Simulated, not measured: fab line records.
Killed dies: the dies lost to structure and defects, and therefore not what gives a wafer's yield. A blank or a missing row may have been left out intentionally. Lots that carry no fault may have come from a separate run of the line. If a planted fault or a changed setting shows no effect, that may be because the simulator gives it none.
A lot that was struck, set against a sound lot    flow rit_cmos    14 steps out of a route of 202
Sound: these wafers, L572.1, L572.2, L572.4. Struck: wafers L568.1, L568.5, L568.6. The cause is given at the end.
Each step with rows lists, per side, the tool, then ch with its chambers, then its first start. Under that, the readings that differ: sound wafers    struck wafers    difference of the means    sigmas: that difference in standard deviations of wafers without a fault.
alike: words and numbers the same on both sides, and readings whose means are apart by under 2 such deviations; not compared: readings that were withheld, readings missing a value for some wafer, numbers with overlapping values and no deviation given by the record, and bounds like >300 which may hide the same value.
Wherever a step has rows on one side only, a row that says differs or no value, or a row with sigmas, the two part there. When numbers do not overlap yet have no deviation, they are printed without sigmas and do not part them. A reading missing from all wafers of one side parts the sides only when that side holds two or more wafers.

first, 4 steps without rows for these wafers: RIT_NRETRO_SOFTBAKE_02 (time 60 s); RIT_NRETRO_EXPOSE_03 (exposes mask M4, target cd 43900 nm); RIT_NRETRO_PEB_04; RIT_NRETRO_DEVELOP_05 (develop time 68 s).
RIT_NRETRO_OVL_MEAS_06:
  sound: overlay-02 at day 6 14:20; struck: overlay-01 at day 5 14:40
  alike: NRETRO_OVL
then, 2 steps without rows for these wafers: RIT_NRETRO_HARDBAKE_07 (time 120 s); RIT_NRETRO_IMPLANT_08.
RIT_NRETRO_STRIP_09: strips in O2, time 180 s.
  sound on plasma_asher-02 ch 0,1, day 6 14:47; struck on plasma_asher-04 ch 0,1, day 5 15:05
reading                      sound        struck       difference  sigmas
drypump_motor_current_A (A)  6.3 6.5 6.3  5.2 5.2 5.3  -1.1        -2
  not compared: rf_hours_counter_h
RIT_NRETRO_TW_MEAS_10:
  sound: film_metro-02 at day 6 14:58; struck: film_metro-01 at day 5 15:16
  alike: NRETRO_TW
then, 3 steps without rows for these wafers: RIT_PRETRO_HMDS_00 (prime time 60 s); RIT_PRETRO_COAT_01 (resist thk 1300 nm); RIT_PRETRO_SOFTBAKE_02 (time 60 s).
RIT_PRETRO_EXPOSE_03: exposes mask M5, target cd 43700 nm.
  sound on iline_stepper-01 ch 0, day 6 15:35; struck on iline_stepper-01, day 5 15:47
  no value came back on the struck wafers for exposure_dose_mJ_cm2, focus_offset_nm (nm); on the sound wafers exposure_dose_mJ_cm2 reads 249.27 249.73 249.40
  alike: mask
next, for these wafers, 1 step has no rows: RIT_PRETRO_PEB_04.

## WHERE THEY PART
Earliest at RIT_NRETRO_STRIP_09; latest, in this record, at RIT_PRETRO_EXPOSE_03.

WHY: the cause the simulator had injected
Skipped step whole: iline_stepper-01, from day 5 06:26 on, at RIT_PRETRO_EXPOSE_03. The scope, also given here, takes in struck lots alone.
